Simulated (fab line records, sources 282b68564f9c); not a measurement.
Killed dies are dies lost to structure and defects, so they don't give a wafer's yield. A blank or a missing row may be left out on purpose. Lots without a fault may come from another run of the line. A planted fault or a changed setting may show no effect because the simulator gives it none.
Problem report in the 8D (eight disciplines) form, filled by code | flow rit_cmos | the parts of the form that need people (team, actions taken, sign-off) are left out

1. THE PROBLEM
spin_speed_rpm at RIT_NSD_COAT_01 reads a mean of 3374.3 rpm on 6 wafers of 2 lots; wafers without a fault read 3250.3 rpm with a standard deviation of 2.1. That is +59 standard deviations from the usual mean.
The step: resist thk 1000 nm.
First seen on wafer L551.1, day 5 20:59, on litho_track-01. The record holds 18 wafers of 6 lots with a number at this step. Rule for "out", or "out of limits": more than 4 standard deviations from the usual mean. The other wafers with a number count as sound.

2. WHAT IT IS AND WHAT IT IS NOT
question                    | is                     | is not
which readings at this step | spin_speed_rpm         | -
which lots                  | L551, L553             | L539, L542, L552, L554
which wafers of those lots  | all that have a number | -
read on which tools         | litho_track-01         | litho_track-02, litho_track-03
when                        | from day 5 20:59       | up to then (6 sound wafers); but 6 sound wafers of L552, L554 came after

3. SUSPECTS, AND WHAT RULES EACH OUT
Counting: a tool at a process step up to the reading stays a suspect if it ran every lot that is out and no sound lot after the first of them.
- plasma_asher-02 at RIT_PLDD_STRIP_09 (strips in O2, time 180 s): kept. It ran every lot that is out, first L551 (day 5 18:04), and no sound lot after that; its last sound lot up to then is L539 (day 3 07:30).
- rie_diel-01 at RIT_SPACER_ETCHBACK_05 (etches Si3N4 in SF6/CHF3, stops on SiO2, target depth 250 nm, time 240 s): ruled out as a lasting fault. Sound lots L552 ran on it after its first lot that is out, L551 (day 5 20:41).
- litho_track-01 at RIT_NSD_COAT_01 (resist thk 1000 nm): kept. It ran every lot that is out, first L551 (day 5 20:59), and no sound lot after that; its last sound lot up to then is L539 (day 3 10:37). Its own readings are out on those wafers: spin_speed_rpm.
Left after counting: plasma_asher-02 at RIT_PLDD_STRIP_09, litho_track-01 at RIT_NSD_COAT_01.

4. THE CAUSE (what the simulator had put in)
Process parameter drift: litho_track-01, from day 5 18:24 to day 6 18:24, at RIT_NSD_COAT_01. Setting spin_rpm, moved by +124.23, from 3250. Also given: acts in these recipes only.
Counting left 2 suspects, and this tool is among them.

5. THE CHAIN OF EFFECTS, in route order
Each row: a reading whose mean over the struck wafers that have a number lies more than 3 standard deviations from the usual. Only readings for which the record gives a usual standard deviation are gone through. hours: the time from each lot's start at the first step in this table that gives one to its start at this step, as a median over the lots. sigmas: the change in usual standard deviations.
hours | step            | reading        | usual      | on struck wafers | change | sigmas
0     | RIT_NSD_COAT_01 | spin_speed_rpm | 3250.3 rpm | 3374.3           | +124.0 | +59
The process steps in it:
- RIT_NSD_COAT_01: resist thk 1000 nm.
Later measuring or inspecting steps at which every struck wafer that the step has a row for has a number for every such reading, and none has moved that far: RIT_NSD_OVL_MEAS_06.

6. WHAT WOULD HAVE CAUGHT IT SOONER
In this record the first reading out of limits was taken at day 5 20:59, 3 hours after the fault began at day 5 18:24.
